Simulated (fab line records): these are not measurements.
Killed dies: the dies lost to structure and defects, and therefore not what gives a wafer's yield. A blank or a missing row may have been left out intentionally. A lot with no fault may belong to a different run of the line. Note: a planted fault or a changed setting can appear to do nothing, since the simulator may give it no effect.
A struck lot beside a sound one -- flow berkeley_cmos170 -- 44 out of 331 route steps
Sound: the wafers L929.3, L929.4, L929.5. Struck: wafers L936.2, L936.5, L936.6. At the end, the cause is stated.
At each step with rows: each side's tool, then ch and its chambers, then its first start. Under that, the readings that differ: sound wafers -- struck wafers -- difference of the means -- sigmas: that difference in standard deviations of wafers without a fault.
alike: words and numbers the same on both sides, and readings whose means are apart by under 2 such deviations; not compared: readings that were withheld, readings missing a value for some wafer, numbers with overlapping values and no deviation given by the record, and bounds like >300 which may hide the same value.
Wherever a step has rows on one side only, a row that says differs or no value, or a row with sigmas, the two part there. Non-overlapping numbers with no deviation appear without sigmas and do not part them. A reading that every wafer of one side lacks parts them only if that side has two wafers or more.

first, 1 step without rows for these wafers: UCB170_PLDD_IMPLANT_09.
UCB170_PLDD_STRIP_10: strips in O2.
  sound on plasma_asher-01 ch 0,1, day 8 20:11; struck on plasma_asher-01 ch 0,1, day 9 22:14
  alike: chamber_pressure_mTorr, drypump_motor_current_A, oes_product_au, strip_time_to_endpoint_s
  not compared: rf_hours_counter_h
UCB170_PLDD_TW_MEAS_11:
  sound on film_metro-04, day 8 20:17; struck on film_metro-02, day 9 22:21
  alike: PLDD_TW
then, 7 steps without rows for these wafers: UCB170_PLDD_CLEAN_12 (cleans in SPM, time 600 s); UCB170_NLDD_HMDS_00 (prime time 60 s); UCB170_NLDD_COAT_01 (resist thk 900 nm); UCB170_NLDD_SOFTBAKE_02 (time 60 s); UCB170_NLDD_EXPOSE_03 (exposes mask NSELECT, target cd 1200 nm); UCB170_NLDD_PEB_04; UCB170_NLDD_DEVELOP_05 (develop time 45 s).
UCB170_NLDD_CD_MEAS_06: target cd 1200 nm.
  sound on cd_sem-01, day 8 21:50; struck on cd_sem-01, day 10 00:43
  alike: cd_nm
UCB170_NLDD_OVL_MEAS_07:
  sound on overlay-01, day 8 21:56; struck on overlay-02, day 10 00:50
  alike: NLDD_OVL
UCB170_NLDD_IMPLANT_08:
  sound on implanter-03 ch 0, day 8 22:01; struck on implanter-03 ch 0, day 10 00:53
reading,sound,struck,difference,sigmas
dose_ions_cm2,5.007e+13 5.009e+13 5.002e+13,4.619e+13 4.629e+13 4.626e+13,-3.813e+12,-69
faraday_current_uA,154 163 161,144 143 151,-13,-4
  alike: end_station_pressure_torr
following that, these wafers have no rows for 1 step: UCB170_NLDD_IMPLANT_09.
UCB170_NLDD_STRIP_10: strips in O2.
  sound on plasma_asher-01 ch 0,1, day 8 22:17; struck on plasma_asher-01 ch 0,1, day 10 01:10
reading,sound,struck,difference,sigmas
strip_time_to_endpoint_s (s),21.49 21.54 21.63,21.75 21.73 21.68,+0.17,+3
  alike: chamber_pressure_mTorr, drypump_motor_current_A, oes_product_au
  not compared: rf_hours_counter_h
UCB170_NLDD_TW_MEAS_11:
  sound on film_metro-04, day 8 22:23; struck on film_metro-03, day 10 01:18
  alike: NLDD_TW
then, 1 step without rows for these wafers: UCB170_NLDD_CLEAN_12 (cleans in SPM, time 600 s).
UCB170_SPACER_CVD_00: deposits SiO2 from TEOS/O2, target thk 376 nm, time 47 s.
  sound on pecvd-04 ch 0,2, day 8 22:35; struck on pecvd-03 ch 0,1,2, day 10 01:47
  alike: heater_power_w, rf_fwd_power_W
  not compared: since_wet_clean_h
UCB170_SPACER_THK_MEAS_01:
  sound on film_metro-01, day 8 22:39; struck on film_metro-04, day 10 01:50
  alike: SPACER_TEOS_THK
then, 1 step without rows for these wafers: UCB170_SPACER_ANNEAL_02 (time 1800 s).
UCB170_SPACER_ETCHBACK_03: etches SiO2 in CHF3/CF4/Ar, stops on Si, target depth 376 nm, time 100 s.
  sound on rie_diel-03 ch 1,3, day 9 03:20; struck on rie_diel-01 ch 0,3, day 10 05:38
  alike: chamber_pressure_mTorr, drypump_motor_current_A, mfc_ar_sccm, oes_product_au, rf_fwd_power_W, throttle_valve_pct
  not compared: rf_hours_counter_h
then, 6 steps without rows for these wafers: UCB170_PSD_HMDS_00 (prime time 60 s); UCB170_PSD_COAT_01 (resist thk 900 nm); UCB170_PSD_SOFTBAKE_02 (time 60 s); UCB170_PSD_EXPOSE_03 (exposes mask PSELECT MOD, target cd 1200 nm); UCB170_PSD_PEB_04; UCB170_PSD_DEVELOP_05 (develop time 45 s).
UCB170_PSD_CD_MEAS_06: target cd 1200 nm.
  sound on cd_sem-02, day 9 05:17; struck on cd_sem-01, day 10 07:19
  alike: cd_nm
UCB170_PSD_OVL_MEAS_07:
  sound on overlay-01, day 9 05:23; struck on overlay-01, day 10 07:25
  alike: PSD_OVL
following that, these wafers have no rows for 1 step: UCB170_PSD_IMPLANT_08.
UCB170_PSD_STRIP_09: strips in O2.
  sound on plasma_asher-02 ch 0,1, day 9 05:35; struck on plasma_asher-03 ch 0,1, day 10 07:36
  alike: chamber_pressure_mTorr, drypump_motor_current_A, oes_product_au, strip_time_to_endpoint_s
  not compared: rf_hours_counter_h
UCB170_PSD_TW_MEAS_10:
  sound on film_metro-04, day 9 05:41; struck on film_metro-02, day 10 07:43
  alike: PSD_TW
then, 7 steps without rows for these wafers: UCB170_PSD_CLEAN_11 (cleans in SPM, time 600 s); UCB170_NSD_HMDS_00 (prime time 60 s); UCB170_NSD_COAT_01 (resist thk 900 nm); UCB170_NSD_SOFTBAKE_02 (time 60 s); UCB170_NSD_EXPOSE_03 (exposes mask NSELECT MOD, target cd 1200 nm); UCB170_NSD_PEB_04; UCB170_NSD_DEVELOP_05 (develop time 45 s).
UCB170_NSD_CD_MEAS_06: target cd 1200 nm.
  sound on cd_sem-02, day 9 07:43; struck on cd_sem-01, day 10 09:04
  alike: cd_nm
UCB170_NSD_OVL_MEAS_07:
  sound on overlay-02, day 9 07:48; struck on overlay-02, day 10 09:11
  alike: NSD_OVL
following that, these wafers have no rows for 1 step: UCB170_NSD_IMPLANT_08.
UCB170_SDANNEAL_RS_MEAS_05: measurement is done with a four-point probe.
  sound on film_metro-03, day 9 09:35; struck on film_metro-03, day 10 10:55
reading,sound,struck,difference,sigmas
NLDD_RS (ohm/sq),614.2 614.3 615.1,633.2 633.3 633.3,+18.7,+14
UCB170_M3_PROBE_99:
  sound on prober-02, day 10 08:31; struck on prober-01, day 11 12:20
reading,sound,struck,difference,sigmas
model.etest.nldd.rs_ohm_sq,788.4 784.1 785.5,805.9 799.7 803.8,+17.1,

## WHERE THEY PART
At UCB170_NLDD_IMPLANT_08 first; at UCB170_SDANNEAL_RS_MEAS_05 last (within this record only).

WHY: what had been put in by the simulator
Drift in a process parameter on implanter-03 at UCB170_NLDD_IMPLANT_08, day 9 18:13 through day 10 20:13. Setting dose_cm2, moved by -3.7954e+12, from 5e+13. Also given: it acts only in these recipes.
